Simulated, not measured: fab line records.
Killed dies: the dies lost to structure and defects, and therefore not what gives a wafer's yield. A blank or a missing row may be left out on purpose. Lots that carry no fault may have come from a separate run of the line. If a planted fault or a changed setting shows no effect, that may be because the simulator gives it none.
Chamber matching | flow berkeley cmos170 | pecvd-04 running UCB170_V2_CVD_00: 3 sister chambers
The step deposits SiO2 from TEOS/O2, target thk 2000 nm, time 250 s. 6 wafers are shown with their chamber, then 7 later ones without.

WAFERS PAIRED WITH THEIR CHAMBERS
wafer  | chamber | heater power w (W) | rf fwd power W (W)
L147.6 | 2       | 204                | 549.7
L150.3 | 2       | 239                | 548.7
L149.4 | 0       | 282                | 548.9
L149.6 | 1       | 215                | 549.1
L157.1 | 1       | 306                | 549.7
L157.2 | 0       | 213                | 549.4

WAFERS MISSING THEIR CHAMBER
wafer  | heater power w (W) | rf fwd power W (W)
L157.3 | 288                | 550.5
L159.1 | 306                | 549.1
L159.3 | 288                | 546.5
L159.4 | 215                | 548.6
L164.3 | 247                | 550.3
L164.4 | 297                | 551.1
L164.6 | 220                | 548.5

WHICH CHAMBER EACH ONE RAN IN
wafer  | from the rows above          | in truth
L157.3 | can't be placed: 1 or 0 or 2 | 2
L159.1 | can't be placed: 1 or 0 or 2 | 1
L159.3 | can't be placed: 0 or 2 or 1 | 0
L159.4 | can't be placed: 2 or 0 or 1 | 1
L164.3 | can't be placed: 1 or 2 or 0 | 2
L164.4 | can't be placed: 1 or 0 or 2 | 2
L164.6 | can't be placed: 2 or 0 or 1 | 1
0 of 7 placed correctly. Unplaceable from these rows: 7, with the true chamber sitting among the candidates in 7. Wrongly placed: 0.
How it was worked out, from the rows above alone: a wafer's distance from a chamber is the root of the sum, over the readings, of the square of ((its reading less the chamber's mean) divided by the reading's scatter). The wafer belongs to the nearest chamber; if the next one is less than 2 further off, it can't be placed. Each chamber's mean is taken over the wafers shown for it. How the scatter is found: for the shown wafers, subtract from each reading the mean of its chamber, square and add these, divide the total by (wafers less chambers), then take the root.
